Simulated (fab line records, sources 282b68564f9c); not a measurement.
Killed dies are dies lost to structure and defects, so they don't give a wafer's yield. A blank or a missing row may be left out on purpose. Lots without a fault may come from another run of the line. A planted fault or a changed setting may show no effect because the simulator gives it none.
A struck lot beside a sound one | flow rit_cmos | 45 steps out of a route of 202
Sound: wafers L146.1, L146.4, L146.6. Struck: wafers L163.1, L163.2, L163.6. The cause comes at the end.
At each step with rows: each side's tool, then ch and its chambers, then its first start. Under that, the readings that differ: sound wafers | struck wafers | difference of the means | sigmas: that difference in standard deviations of wafers without a fault.
alike: readings whose means differ by less than 2 such deviations, and words and numbers that are the same on both sides. not compared: withheld readings, readings that some wafer has no value for, bounds like >300 that may hide the same value, and numbers for which the record gives no deviation and whose values overlap.
The two part at a step that has a row with sigmas, a row that says differs or no value, or rows on one side only. Numbers that don't overlap but have no deviation are shown without sigmas and don't part them. A reading that every wafer of one side lacks parts them only if that side has two wafers or more.

first, 1 step without rows for these wafers: RIT_ACTIVE_DEVELOP_10 (develop time 50 s).
RIT_ACTIVE_CD_MEAS_11: target cd 1400 nm.
  sound on cd_sem-02, day 2 05:26; struck on cd_sem-02, day 5 19:18
  reading    | sound                | struck               | difference | sigmas
  cd_nm (nm) | 1401.6 1402.0 1402.1 | 1394.0 1394.5 1392.7 | -8.2       | -3
then, 1 step without rows for these wafers: RIT_ACTIVE_HARDBAKE_12 (time 60 s).
RIT_ACTIVE_ETCH_13: etches Si3N4 in SF6, stops on SiO2, time 210 s, target depth 210 nm.
  sound on rie_diel-02 ch 0,2, day 2 05:43; struck on rie_diel-01 ch 0,1, day 5 19:34
  reading                | sound          | struck         | difference | sigmas
  throttle_valve_pct (%) | 7.52 7.45 7.50 | 7.35 7.29 7.35 | -0.16      | -2
  alike: SF6_flow_sccm, drypump_motor_current_A, oes_product_au
  not compared: rf_hours_counter_h
RIT_ACTIVE_STRIP_14: strips in O2, time 180 s.
  sound on plasma_asher-02 ch 1, day 2 05:50; struck on plasma_asher-04 ch 0,1, day 5 19:43
  alike: drypump_motor_current_A, rf_refl_power_W
  not compared: rf_hours_counter_h
RIT_ACTIVE_CD_MEAS_90: target cd 1400 nm.
  sound on cd_sem-01, day 2 06:01; struck on cd_sem-01, day 5 19:53
  reading    | sound                | struck               | difference | sigmas
  cd_nm (nm) | 1401.8 1402.0 1402.2 | 1394.3 1394.9 1392.9 | -8.0       | -3
then, 4 steps without rows for these wafers: RIT_ACTIVE_CLEAN_15 (cleans in SC1, time 600 s); RIT_ACTIVE_CLEAN_16 (cleans in dHF, time 30 s); RIT_ACTIVE_CLEAN_17 (cleans in SC2, time 600 s); RIT_FOX1_OXIDATION_00 (target thk 350.7 nm, ox time 1130 s).
RIT_FOX1_THK_MEAS_01:
  sound on film_metro-03, day 2 09:36; struck on film_metro-01, day 5 22:58
  alike: FOX1_OXIDE_THK
then, 1 step without rows for these wafers: RIT_FOX1_WET_ETCH_02 (etches SiO2 in BOE, target depth 350 nm, time 390 s).
RIT_FOX2_OXIDATION_00: target thk 350.7 nm, ox time 1168 s.
  sound on furnace-01 ch 0, day 2 09:47; struck on furnace-03 ch 0, day 5 23:57
  reading                                     | sound                | struck               | difference | sigmas
  spike_tc_centre_C (C)                       | 1102.1 1102.3 1101.0 | 1117.0 1115.6 1117.7 | +15.0      | +12
  spike_tc_load_C (C)                         | 1129.3 1128.9 1127.9 | 1140.4 1139.3 1139.7 | +11.1      | +5
  spike_tc_source_C (C)                       | 1125.8 1125.5 1128.1 | 1142.2 1142.1 1144.0 | +16.3      | +14
  tube_center_temp_C (C)                      | 1100 1100.2 1100.1   | 1114.9 1114.8 1115.2 | +14.9      | +99 or more
  tube_center_temp_C_max                      | 1103.3 1103.0 1103.6 | 1118.1 1117.7 1118.0 | +14.6      | +33
  zone_power_source_pct (%)                   | 33 33 33             | 52 52 53             | +19        | +3
  model.SiO2_of_FOX2_OXIDATION_00.thk_nm (nm) | 355 353.8 353.8      | 376.9 377.2 382.6    | +24.7      |
  alike: zone_power_centre_pct
RIT_FOX2_THK_MEAS_01:
  sound on film_metro-04, day 2 11:06; struck on film_metro-02, day 6 01:16
  reading             | sound       | struck      | difference | sigmas
  FOX2_OXIDE_THK (nm) | 355 354 354 | 377 377 383 | +25        | +3
then, 2 steps without rows for these wafers: RIT_FOX2_CLEAN_02 (cleans in dHF, time 180 s); RIT_FOX2_WET_ETCH_03 (etches Si3N4 in H3PO4, target depth 195 nm, time 2700 s).
RIT_FOX2_THK_MEAS_90:
  sound on film_metro-03, day 2 12:07; struck on film_metro-04, day 6 02:13
  reading                     | sound       | struck      | difference | sigmas
  FIELD_OXIDE_LEFT_1_THK (nm) | 328 327 327 | 350 350 355 | +24        | +3
then, 6 steps without rows for these wafers: RIT_NWELL_HMDS_00 (prime time 60 s); RIT_NWELL_COAT_01 (resist thk 1300 nm); RIT_NWELL_SOFTBAKE_02 (time 60 s); RIT_NWELL_EXPOSE_03 (exposes mask M2, target cd 43900 nm); RIT_NWELL_PEB_04; RIT_NWELL_DEVELOP_05 (develop time 68 s).
RIT_NWELL_OVL_MEAS_06:
  sound on overlay-01, day 2 13:11; struck on overlay-02, day 6 03:22
  alike: NWELL_OVL
then, 2 steps without rows for these wafers: RIT_NWELL_HARDBAKE_07 (time 120 s); RIT_NWELL_IMPLANT_08.
RIT_NWELL_STRIP_09: strips in O2, time 180 s.
  sound on plasma_asher-03 ch 0,1, day 2 13:37; struck on plasma_asher-02 ch 0,1, day 6 03:55
  alike: drypump_motor_current_A, rf_refl_power_W
  not compared: rf_hours_counter_h
RIT_NWELL_TW_MEAS_10:
  sound on film_metro-01, day 2 13:48; struck on film_metro-01, day 6 04:05
  alike: NWELL_TW
then, 6 steps without rows for these wafers: RIT_PWELL_HMDS_00 (prime time 60 s); RIT_PWELL_COAT_01 (resist thk 1300 nm); RIT_PWELL_SOFTBAKE_02 (time 60 s); RIT_PWELL_EXPOSE_03 (exposes mask M3, target cd 43700 nm); RIT_PWELL_PEB_04; RIT_PWELL_DEVELOP_05 (develop time 68 s).
RIT_PWELL_OVL_MEAS_06:
  sound on overlay-01, day 2 15:00; struck on overlay-02, day 6 05:01
  alike: PWELL_OVL
then, 2 steps without rows for these wafers: RIT_PWELL_HARDBAKE_07 (time 120 s); RIT_PWELL_IMPLANT_08.
RIT_PWELL_STRIP_09: strips in O2, time 180 s.
  sound on plasma_asher-01 ch 1, day 2 15:26; struck on plasma_asher-02 ch 0,1, day 6 05:28
  alike: drypump_motor_current_A, rf_refl_power_W
  not compared: rf_hours_counter_h
RIT_PWELL_TW_MEAS_10:
  sound on film_metro-01, day 2 15:37; struck on film_metro-04, day 6 05:38
  alike: PWELL_TW
then, 1 step without rows for these wafers: RIT_WELLDRIVE_ANNEAL_00 (time 14700 s).
RIT_WELLDRIVE_RS_MEAS_01: measures by four-point-probe.
  sound on film_metro-01, day 2 20:46; struck on film_metro-04, day 6 12:22
  reading           | sound             | struck            | difference | sigmas
  NWELL_RS (ohm/sq) | 277.1 277.5 278.2 | 275.1 274.6 274.9 | -2.7       | -3
RIT_WELLDRIVE_RS_MEAS_02: measures by four-point-probe.
  sound on film_metro-01, day 2 20:53; struck on film_metro-04, day 6 12:29
  alike: PWELL_RS
RIT_FOX2_THK_MEAS_91:
  sound on film_metro-03, day 3 00:32; struck on film_metro-03, day 6 16:19
  reading                     | sound       | struck      | difference | sigmas
  FIELD_OXIDE_LEFT_2_THK (nm) | 260 259 259 | 282 283 288 | +25        | +3
RIT_SILICIDE_WET_ETCH_00: etches SiO2 in BOE, target depth 14 nm, time 15 s.
  sound on wet_bench-04 ch 2, day 3 17:52; struck on wet_bench-03 ch 1, day 7 15:51
  reading                                     | sound             | struck            | difference | sigmas
  temp_c (C)                                  | 21.73 21.66 21.74 | 21.43 21.51 21.44 | -0.25      | -2
  model.SiO2_of_FOX2_OXIDATION_00.thk_nm (nm) | 154 154.3 154.4   | 175.3 177.3 182.6 | +24.2      |
RIT_M1_PROBE_99:
  sound on prober-02, day 4 01:07; struck on prober-01, day 7 22:47
  reading                        | sound                | struck               | difference | sigmas
  model.etest.pldd.width_nm (nm) | 3199 3176 3166       | 3127 3164 3141       | -36        |
  model.etest.nldd.width_nm (nm) | 3162 3194 3167       | 3130 3135 3139       | -40        |
  model.etest.pwell.rs_ohm_sq    | 418.1 416.1 419.6    | 425.9 426.5 428.4    | +9.0       |
  model.etest.field_n.vt_v (V)   | 35.34 35.16 35.25    | 38.18 38.17 38.91    | +3.17      |
  model.etest.field_p.vt_v (V)   | -12.62 -12.52 -12.53 | -13.06 -13.16 -13.26 | -0.60      |
  alike: killed_at_contacts, killed_at_front_end, killed_dies, killed_open, killed_short

WHERE THEY PART
First at RIT_ACTIVE_CD_MEAS_11; last, within this record, at RIT_SILICIDE_WET_ETCH_00. Later steps at which nothing parts them and some readings are alike: RIT_M1_PROBE_99.

WHY: what the simulator had put in
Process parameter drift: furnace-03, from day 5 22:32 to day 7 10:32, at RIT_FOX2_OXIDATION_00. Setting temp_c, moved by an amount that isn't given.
